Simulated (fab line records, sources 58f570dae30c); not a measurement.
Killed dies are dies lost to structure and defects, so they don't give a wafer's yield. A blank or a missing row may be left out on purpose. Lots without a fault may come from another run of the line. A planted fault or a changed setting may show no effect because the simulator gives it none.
A struck lot beside a sound one | flow berkeley_cmos170 | 15 steps out of a route of 331
Sound: wafers L537.2, L537.3, L537.4. Struck: wafer L549.1. (L549.2, L549.3 of the same lot were not struck and are left out.) The cause comes at the end.
At each step with rows: each side's tool, then ch and its chambers, then its first start. Under that, the readings that differ: sound wafers | struck wafers | difference of the means | sigmas: that difference in standard deviations of wafers without a fault.
alike: readings whose means differ by less than 2 such deviations, and words and numbers that are the same on both sides. not compared: withheld readings, readings that some wafer has no value for, bounds like >300 that may hide the same value, and numbers for which the record gives no deviation and whose values overlap.
The two part at a step that has a row with sigmas, a row that says differs or no value, or rows on one side only. Numbers that don't overlap but have no deviation are shown without sigmas and don't part them. A reading that every wafer of one side lacks parts them only if that side has two wafers or more.

first, 1 step without rows for these wafers: UCB170_CONTACT_CLEAN_20 (cleans in SPM, time 600 s).
UCB170_M1_SPUTTER_00: material Al, target thk 600 nm, time 80 s.
  sound on pvd_sputter-03, day 7 08:30; struck on pvd_sputter-03, day 9 03:26
  alike: throttle_valve_pct
UCB170_M1_RS_MEAS_01: measures by four-point-probe.
  sound on film_metro-02, day 7 08:35; struck on film_metro-01, day 9 03:34
  alike: M1_AL_RS
UCB170_M1_THK_MEAS_02: measures by xrf.
  sound on film_metro-02, day 7 08:41; struck on film_metro-01, day 9 03:41
  alike: M1_AL_THK
then, 6 steps without rows for these wafers: UCB170_M1_COAT_03; UCB170_M1_COAT_04 (resist thk 900 nm); UCB170_M1_SOFTBAKE_05 (time 60 s); UCB170_M1_EXPOSE_06 (exposes mask METAL1, target cd 700 nm); UCB170_M1_PEB_07; UCB170_M1_DEVELOP_08 (develop time 45 s).
UCB170_M1_CD_MEAS_09: target cd 700 nm.
  sound on cd_sem-01, day 7 10:16; struck on cd_sem-01, day 9 04:45
  alike: cd_nm
UCB170_M1_OVL_MEAS_10:
  sound on overlay-02, day 7 10:22; struck on overlay-02, day 9 04:52
  alike: M1_OVL
UCB170_M1_ETCH_11: etches BARC in N2/H2.
  sound on rie_diel-02 ch 0,1,2, day 7 10:24; struck on rie_diel-03 ch 2, day 9 04:55
  reading               | sound             | struck | difference | sigmas
  oes_product_au (a.u.) | 0.993 0.990 1.028 | 1.220  | +0.216     | +9
  alike: bias_w, drypump_motor_current_A, throttle_valve_pct
UCB170_M1_METAL_ETCH_12: etches Al in Cl2/BCl3, stops on PSG, target depth 780 nm, time 130 s.
  sound on rie_metal-02 ch 1, day 7 10:29; struck on rie_metal-02 ch 0, day 9 04:57
  reading                | sound | struck | difference                   | sigmas
  rf_hours_counter_h (h) | - - - | 1      | no value on the sound wafers |
  alike: bias_w, drypump_motor_current_A, oes_product_au, throttle_valve_pct
UCB170_M3_PROBE_99:
  the record has rows for the struck wafers here (prober-01, day 9 20:26) and none for the sound ones

WHERE THEY PART
First at UCB170_M1_ETCH_11; last, within this record, at UCB170_M3_PROBE_99.

WHY: what the simulator had put in
Process parameter drift: rie_diel-03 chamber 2, from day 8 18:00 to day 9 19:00, at UCB170_M1_ETCH_11. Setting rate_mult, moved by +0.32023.
